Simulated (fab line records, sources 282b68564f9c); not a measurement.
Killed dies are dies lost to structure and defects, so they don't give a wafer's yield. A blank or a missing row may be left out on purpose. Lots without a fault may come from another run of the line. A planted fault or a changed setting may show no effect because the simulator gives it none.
Which tool did it? | flow rit_cmos | 15 lots, 45 wafers sampled, at 7 steps of a route of 202

WHAT THE GAUGES READ, wafer by wafer
RIT_PWELL_TW_MEAS_10.
lot  | measured    | on            | PWELL_TW
L492 | day 2 00:58 | film_metro-03 | 960 959 953
L494 | day 2 10:43 | film_metro-03 | 30 30 30
L495 | day 2 14:14 | film_metro-04 | 30 31 31
L496 | day 2 22:47 | film_metro-01 | 30 30 30
L497 | day 3 02:02 | film_metro-04 | 962 961 959
L498 | day 3 09:24 | film_metro-04 | 955 960 958
L499 | day 3 16:02 | film_metro-04 | 963 961 964
L506 | day 4 22:23 | film_metro-01 | 949 954 950
L507 | day 5 04:59 | film_metro-04 | 964 968 966
L509 | day 5 15:37 | film_metro-01 | 953 952 957
L510 | day 5 21:02 | film_metro-01 | 953 951 950
L511 | day 6 01:02 | film_metro-03 | 967 969 966
L513 | day 6 11:09 | film_metro-03 | 965 970 969
L514 | day 6 15:28 | film_metro-01 | 951 947 942
L515 | day 6 18:17 | film_metro-04 | 955 959 960

RIT_NRETRO_TW_MEAS_10.
lot  | measured    | on            | NRETRO_TW
L492 | day 2 08:01 | film_metro-03 | 1051 1060 1053
L494 | day 2 18:16 | film_metro-02 | 30 30 30
L495 | day 2 23:02 | film_metro-03 | 30 30 30
L496 | day 3 07:43 | film_metro-01 | 30 30 30
L497 | day 3 12:01 | film_metro-03 | 1066 1064 1066
L498 | day 3 17:07 | film_metro-03 | 1066 1060 1057
L499 | day 3 23:38 | film_metro-01 | 1049 1050 1047
L506 | day 5 06:16 | film_metro-02 | 1047 1041 1048
L507 | day 5 12:07 | film_metro-03 | 1065 1066 1059
L509 | day 5 22:50 | film_metro-01 | 1052 1057 1052
L510 | day 6 04:37 | film_metro-01 | 1043 1049 1048
L511 | day 6 09:57 | film_metro-03 | 1069 1070 1064
L513 | day 6 19:23 | film_metro-01 | 1044 1043 1044
L514 | day 6 23:55 | film_metro-02 | 1050 1052 1049
L515 | day 7 01:33 | film_metro-03 | 1062 1059 1062

RIT_PRETRO_TW_MEAS_10.
lot  | measured    | on            | PRETRO_TW
L492 | day 2 09:42 | film_metro-04 | 482 485 481
L494 | day 2 19:49 | film_metro-04 | 31 31 31
L495 | day 3 00:43 | film_metro-02 | 30 30 30
L496 | day 3 09:32 | film_metro-03 | 30 30 30
L497 | day 3 13:34 | film_metro-02 | 472 478 472
L498 | day 3 18:40 | film_metro-03 | 483 482 483
L499 | day 4 01:11 | film_metro-03 | 480 483 480
L506 | day 5 08:01 | film_metro-02 | 474 474 477
L507 | day 5 13:49 | film_metro-02 | 476 473 473
L509 | day 6 00:23 | film_metro-02 | 475 470 476
L510 | day 6 06:25 | film_metro-02 | 476 475 475
L511 | day 6 11:34 | film_metro-04 | 485 479 484
L513 | day 6 21:04 | film_metro-02 | 480 474 475
L514 | day 7 01:53 | film_metro-04 | 478 480 479
L515 | day 7 03:13 | film_metro-03 | 478 481 481

RIT_SDANNEAL_RS_MEAS_04: measures by four-point-probe.
lot  | measured    | on            | PSD_RS (ohm/sq)
L492 | day 3 06:21 | film_metro-03 | 116.07 116.29 116.38
L494 | day 3 20:24 | film_metro-02 | 116.39 115.98 116.43
L495 | day 3 23:16 | film_metro-02 | 115.74 116.12 116.11
L496 | day 4 06:05 | film_metro-02 | 116.22 115.82 116.02
L497 | day 4 09:10 | film_metro-03 | 116.02 116.23 116.27
L498 | day 4 15:07 | film_metro-01 | 116.35 116.91 116.74
L499 | day 4 21:10 | film_metro-03 | 116.55 116.52 116.50
L506 | day 6 05:49 | film_metro-03 | 116.40 116.41 116.39
L507 | day 6 08:15 | film_metro-03 | 116.13 116.14 116.46
L509 | day 6 20:19 | film_metro-03 | 116.46 116.42 116.59
L510 | day 7 02:43 | film_metro-02 | 115.72 116.00 115.77
L511 | day 7 06:12 | film_metro-03 | 115.58 115.54 115.61
L513 | day 7 17:01 | film_metro-01 | 115.99 116.00 116.06
L514 | day 7 21:20 | film_metro-02 | 116.22 115.92 116.26
L515 | day 7 22:17 | film_metro-02 | 116.08 115.95 115.97

WHICH TOOL RAN EACH LOT (tool, then ch and the chambers of the sampled wafers, then the start)
lot  | RIT_NWELL_STRIP_09                  | RIT_PLDD_STRIP_09                   | RIT_PSD_STRIP_09
L492 | plasma_asher-04 ch 0,1, day 1 23:07 | plasma_asher-02 ch 0,1, day 2 23:43 | plasma_asher-02 ch 0,1, day 3 05:20
L494 | plasma_asher-04 ch 0, day 2 08:52   | plasma_asher-02 ch 0,1, day 3 14:03 | plasma_asher-04 ch 0,1, day 3 19:32
L495 | plasma_asher-02 ch 1, day 2 12:23   | plasma_asher-01 ch 0,1, day 3 16:56 | plasma_asher-03 ch 0,1, day 3 22:34
L496 | plasma_asher-02 ch 0, day 2 20:55   | plasma_asher-04 ch 0,1, day 3 23:23 | plasma_asher-02 ch 0,1, day 4 05:23
L497 | plasma_asher-04 ch 0,1, day 3 00:19 | plasma_asher-01 ch 0,1, day 4 02:52 | plasma_asher-03 ch 1, day 4 08:28
L498 | plasma_asher-02 ch 1, day 3 07:39   | plasma_asher-02 ch 0, day 4 08:26   | plasma_asher-04 ch 0,1, day 4 14:25
L499 | plasma_asher-03 ch 0,1, day 3 14:17 | plasma_asher-01 ch 0,1, day 4 14:43 | plasma_asher-03 ch 0,1, day 4 20:25
L506 | plasma_asher-04 ch 0,1, day 4 20:40 | plasma_asher-01 ch 0,1, day 5 23:29 | plasma_asher-03 ch 0,1, day 6 05:07
L507 | plasma_asher-04 ch 0,1, day 5 03:15 | plasma_asher-02 ch 0,1, day 6 02:02 | plasma_asher-03 ch 0,1, day 6 07:25
L509 | plasma_asher-02 ch 0,1, day 5 13:55 | plasma_asher-01 ch 0,1, day 6 13:39 | plasma_asher-03 ch 0,1, day 6 19:26
L510 | plasma_asher-03 ch 0,1, day 5 19:11 | plasma_asher-02 ch 0,1, day 6 19:50 | plasma_asher-02 ch 0,1, day 7 01:41
L511 | plasma_asher-04 ch 0,1, day 5 23:14 | plasma_asher-04 ch 0,1, day 6 23:50 | plasma_asher-04 ch 0,1, day 7 05:32
L513 | plasma_asher-02 ch 0,1, day 6 09:19 | plasma_asher-04 ch 0,1, day 7 10:38 | plasma_asher-02 ch 0,1, day 7 16:20
L514 | plasma_asher-04 ch 0,1, day 6 13:46 | plasma_asher-01 ch 0,1, day 7 15:13 | plasma_asher-04 ch 0,1, day 7 20:42
L515 | plasma_asher-04 ch 0,1, day 6 16:33 | plasma_asher-02 ch 0,1, day 7 15:12 | plasma_asher-02 ch 0,1, day 7 21:37
- RIT_NWELL_STRIP_09: strips in O2, time 180 s.
- RIT_PLDD_STRIP_09: strips in O2, time 180 s.
- RIT_PSD_STRIP_09: strips in O2, time 180 s.

WHAT THE TOOLS THEMSELVES READ (means of the sampled wafers that have a number; where no wafer has one, the mark that the record gives instead)
RIT_NWELL_STRIP_09.
lot  | tool            | chamber_pressure_mTorr (mTorr) | drypump_motor_current_A (A)
L492 | plasma_asher-04 | 4002                           | 5.83
L494 | plasma_asher-04 | -                              | -
L495 | plasma_asher-02 | -                              | -
L496 | plasma_asher-02 | -                              | -
L497 | plasma_asher-04 | 3998                           | 6.08
L498 | plasma_asher-02 | 4001                           | 5.85
L499 | plasma_asher-03 | 4001                           | 6.04
L506 | plasma_asher-04 | 4002                           | 6.05
L507 | plasma_asher-04 | 3998                           | 5.84
L509 | plasma_asher-02 | 3998                           | 5.93
L510 | plasma_asher-03 | 4001                           | 6.07
L511 | plasma_asher-04 | 4001                           | 6.05
L513 | plasma_asher-02 | 4004                           | 5.88
L514 | plasma_asher-04 | 3999                           | 5.83
L515 | plasma_asher-04 | 4001                           | 6.05

RIT_PLDD_STRIP_09.
lot  | tool            | chamber_pressure_mTorr (mTorr) | drypump_motor_current_A (A)
L492 | plasma_asher-02 | 3997                           | 5.90
L494 | plasma_asher-02 | 3999                           | 5.93
L495 | plasma_asher-01 | 3999                           | 5.90
L496 | plasma_asher-04 | 4000                           | 5.79
L497 | plasma_asher-01 | 4003                           | 5.90
L498 | plasma_asher-02 | 4002                           | 5.95
L499 | plasma_asher-01 | 4000                           | 5.73
L506 | plasma_asher-01 | 4002                           | 5.91
L507 | plasma_asher-02 | 3999                           | 5.93
L509 | plasma_asher-01 | 4002                           | 5.91
L510 | plasma_asher-02 | 3995                           | 5.93
L511 | plasma_asher-04 | 4000                           | 6.05
L513 | plasma_asher-04 | 4002                           | 5.82
L514 | plasma_asher-01 | 4002                           | 5.90
L515 | plasma_asher-02 | 3999                           | 5.90

RIT_PSD_STRIP_09.
lot  | tool            | chamber_pressure_mTorr (mTorr) | drypump_motor_current_A (A)
L492 | plasma_asher-02 | 3998                           | 5.90
L494 | plasma_asher-04 | 4001                           | 5.83
L495 | plasma_asher-03 | 3999                           | 6.04
L496 | plasma_asher-02 | 3999                           | 5.89
L497 | plasma_asher-03 | 4001                           | 6.31
L498 | plasma_asher-04 | 4003                           | 5.84
L499 | plasma_asher-03 | 3997                           | 6.08
L506 | plasma_asher-03 | 4001                           | 6.16
L507 | plasma_asher-03 | 3999                           | 6.04
L509 | plasma_asher-03 | 3994                           | 6.05
L510 | plasma_asher-02 | 4001                           | 5.89
L511 | plasma_asher-04 | 3998                           | 5.80
L513 | plasma_asher-02 | 4002                           | 5.91
L514 | plasma_asher-04 | 3997                           | 6.08
L515 | plasma_asher-02 | 4002                           | 5.92

THE ANSWER, worked out from the rows above alone
Rule: what is usual is taken from the lots themselves. Put in order of their means at a reading, lots are off if they are a third of the lots or fewer, leave a main group of 4 or more, and stand apart from it by a gap of 3 or more times the standard deviation of the main group's means; of several such gaps the widest counts. A main group whose means are all the same, to the digits that the tables above print for the reading, isn't used. A lot without any number at a reading at which 4 lots or more have one is off too. The other lots that the step has rows for count as sound. The gauges are gone through in route order, then the tools' own readings, and for those a lot's mean is taken as printed above. The first step at which some lot is off is used, and at that step the reading that is off furthest; a lot without a number counts as furthest.
Off: L494, L495, L496, at RIT_PWELL_TW_MEAS_10 (PWELL_TW). The main group: mean 958, standard deviation 6.6.
A tool fits if, at a process step before that reading, it ran every lot that is off, and no sound lot after the first of them. The gauges at RIT_PWELL_TW_MEAS_10 aren't tried: what is off there is off at RIT_NWELL_STRIP_09 too, on other tools, and a gauge's error can't cause that. None of those tried fits.

WHAT THE SIMULATOR HAD PUT IN
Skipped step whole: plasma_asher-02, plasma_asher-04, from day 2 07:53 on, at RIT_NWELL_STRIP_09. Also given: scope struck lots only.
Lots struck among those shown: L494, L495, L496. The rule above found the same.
